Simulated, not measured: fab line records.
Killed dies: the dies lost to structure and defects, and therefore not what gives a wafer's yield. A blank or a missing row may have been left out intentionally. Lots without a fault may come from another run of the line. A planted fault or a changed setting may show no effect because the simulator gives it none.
Struck lot and sound lot, side by side    flow rit_cmos    39 out of 202 route steps
Sound: the wafers L645.2, L645.3, L645.5. Wafers struck: L649.3, L649.5, L649.6. The cause is given at the end.
Order at every step that has rows: each side's tool, ch and its chambers, its first start. Under that, the readings that differ: sound wafers    struck wafers    difference of the means    sigmas: that difference in standard deviations of wafers without a fault.
alike: a reading whose means differ by less than 2 such deviations, as well as words and numbers matching on both sides. not compared: withheld readings; readings where some wafer has no value; bounds like >300 that might hide an equal value; numbers whose values overlap and for which the record gives no deviation.
Wherever a step has rows on one side only, a row that says differs or no value, or a row with sigmas, the two part there. When numbers do not overlap yet have no deviation, they are printed without sigmas and do not part them. Lack of a reading on every wafer of one side parts them only where that side has two or more wafers.

first, 3 steps without rows for these wafers: RIT_GATE_EXPOSE_13 (exposes mask M6, target cd 150 nm); RIT_GATE_PEB_14; RIT_GATE_DEVELOP_15 (develop time 50 s).
RIT_GATE_CD_MEAS_16: the cd target is 150 nm.
  sound on cd_sem-01, day 2 23:19; struck on cd_sem-02, day 3 17:50
  alike: cd_nm
RIT_GATE_OVL_MEAS_17:
  sound on overlay-01, day 2 23:25; struck on overlay-02, day 3 17:56
  alike: GATE_OVL
then, 1 step without rows for these wafers: RIT_GATE_HARDBAKE_18 (time 60 s).
RIT_GATE_ETCH_19: etches poly-Si in SF6/CHF3/O2, stops on SiO2, time 165 s, target depth 312.5 nm.
  sound on rie_si-02 ch 0,2,3, day 2 23:43; struck on rie_si-02 ch 1,2, day 3 18:06
  alike: drypump_motor_current_A, oes_product_au, throttle_valve_pct
  not compared: rf_hours_counter_h
RIT_GATE_STRIP_20: strips in O2, time 180 s.
  sound on plasma_asher-04 ch 0, day 2 23:49; struck on plasma_asher-01 ch 0,1, day 3 18:16
  alike: drypump_motor_current_A
  not compared: rf_hours_counter_h
RIT_GATE_CD_MEAS_90: the cd target is 150 nm.
  sound on cd_sem-01, day 3 00:01; struck on cd_sem-02, day 3 18:26
  alike: cd_nm
then, 3 steps without rows for these wafers: RIT_REOX_CLEAN_00 (cleans in SC1, time 600 s); RIT_REOX_CLEAN_01 (cleans in dHF, time 30 s); RIT_REOX_CLEAN_02 (cleans in SC2, time 600 s).
RIT_REOX_OXIDATION_03: target thk 25.2 nm, ox time 5580 s.
  sound on furnace-03 ch 0, day 3 00:37; struck on furnace-03 ch 0, day 3 19:04
reading                                      sound                 struck                difference  sigmas
spike_tc_centre_C (C)                        904.4 903.3 902.9     887.6 890.2 887.5     -15.1       -11
spike_tc_load_C (C)                          924 925 923           911 910 911           -13         -3
spike_tc_source_C (C)                        929.4 926.0 928.6     913.7 913.8 913.5     -14.3       -7
tube_center_temp_C (C)                       900.19 900.01 899.91  885.88 885.93 886.04  -14.09      -99 or more
tube_center_temp_C_max                       901.8 902.2 903.1     888.7 888.4 888.2     -13.9       -34
zone_power_source_pct (%)                    28.6 28.0 29.1        27.0 27.4 27.4        -1.3        -4
model.SiO2_of_REOX_OXIDATION_03.thk_nm (nm)  25.39 25.73 25.43     21.93 22.14 21.7      -3.59       
RIT_REOX_THK_MEAS_04:
  sound on film_metro-04, day 3 03:10; struck on film_metro-03, day 3 21:38
reading              sound           struck          difference  sigmas
REOX_OXIDE_THK (nm)  25.4 25.7 25.4  21.9 22.1 21.7  -3.6        -6
then, 6 steps without rows for these wafers: RIT_NLDD_HMDS_00 (prime time 60 s); RIT_NLDD_COAT_01 (resist thk 1000 nm); RIT_NLDD_SOFTBAKE_02 (time 60 s); RIT_NLDD_EXPOSE_03 (exposes mask M7, target cd 40700 nm); RIT_NLDD_PEB_04; RIT_NLDD_DEVELOP_05 (develop time 50 s).
RIT_NLDD_OVL_MEAS_06:
  sound on overlay-02, day 3 04:04; struck on overlay-01, day 3 22:39
  alike: NLDD_OVL
then, 2 steps without rows for these wafers: RIT_NLDD_HARDBAKE_07 (time 60 s); RIT_NLDD_IMPLANT_08.
RIT_NLDD_STRIP_09: strips in O2, time 180 s.
  sound on plasma_asher-04 ch 0, day 3 04:24; struck on plasma_asher-03 ch 0,1, day 3 23:02
  alike: drypump_motor_current_A
  not compared: rf_hours_counter_h
RIT_NLDD_TW_MEAS_10:
  sound on film_metro-01, day 3 04:35; struck on film_metro-03, day 3 23:10
reading  sound           struck          difference  sigmas
NLDD_TW  2475 2467 2474  2520 2526 2526  +52         +2
then, 6 steps without rows for these wafers: RIT_PLDD_HMDS_00 (prime time 60 s); RIT_PLDD_COAT_01 (resist thk 1000 nm); RIT_PLDD_SOFTBAKE_02 (time 60 s); RIT_PLDD_EXPOSE_03 (exposes mask M8, target cd 40900 nm); RIT_PLDD_PEB_04; RIT_PLDD_DEVELOP_05 (develop time 50 s).
RIT_PLDD_OVL_MEAS_06:
  sound on overlay-02, day 3 05:52; struck on overlay-01, day 4 00:19
  alike: PLDD_OVL
then, 2 steps without rows for these wafers: RIT_PLDD_HARDBAKE_07 (time 60 s); RIT_PLDD_IMPLANT_08.
RIT_PLDD_STRIP_09: strips in O2, time 180 s.
  sound on plasma_asher-01 ch 0,1, day 3 06:11; struck on plasma_asher-02 ch 0,1, day 4 00:41
  alike: drypump_motor_current_A
  not compared: rf_hours_counter_h
RIT_PLDD_TW_MEAS_10:
  sound on film_metro-03, day 3 06:23; struck on film_metro-01, day 4 00:49
  alike: PLDD_TW
RIT_SPACER_CLEAN_00: cleans in SC1, time 600 s.
  sound on wet_bench-01 ch 1, day 3 06:26; struck on wet_bench-01 ch 2, day 4 00:52
reading                                      sound              struck             difference  sigmas
model.SiO2_of_REOX_OXIDATION_03.thk_nm (nm)  23.45 23.76 23.49  20.24 20.44 20.03  -3.33       
  alike: bath_heat_duty_pct
then, 1 step without rows for these wafers: RIT_SPACER_CLEAN_01 (cleans in dHF, time 30 s).
RIT_M1_PROBE_99:
  sound on prober-01, day 3 19:47; struck on prober-01, day 4 14:23
reading                              sound              struck             difference  sigmas
killed_on_rim                        6 4 3              3 0 1              -3          -2
model.etest.pmos_turned.r_on_ohm_um  3355 3469 3448     3067 3103 2971     -377        
model.etest.pmos_0p3.r_on_ohm_um     6259 6373 6331     6013 6075 5873     -334        
model.etest.pmos_0p15.r_on_ohm_um    2720 2816 2791     2563 2614 2487     -221        
model.etest.pldd.rs_ohm_sq           481.4 494.5 483.2  369.3 373 363.5    -117.8      
model.etest.nmos_0p15.r_on_ohm_um    1125 1194 1190     1099 1111 1072     -76         
model.etest.nldd.rs_ohm_sq           383.7 389.4 387.8  321.1 324.9 318.6  -65.4       
model.etest.nmos_turned.drive_ua_um  320.5 307.8 314.6  372.5 362.5 378.6  +56.9       
model.etest.pldd.line_ohm_um         151.8 154.6 150.5  116.1 119.8 116.2  -34.9       
  alike: killed_at_contacts, killed_at_front_end, killed_dies, killed_open, killed_short

WHERE THEY PART
Last at RIT_M1_PROBE_99 as far as this record goes, first at RIT_REOX_OXIDATION_03.

WHY: whatever the simulator had introduced
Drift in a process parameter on furnace-03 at RIT_REOX_OXIDATION_03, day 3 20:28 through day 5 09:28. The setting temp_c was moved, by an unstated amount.
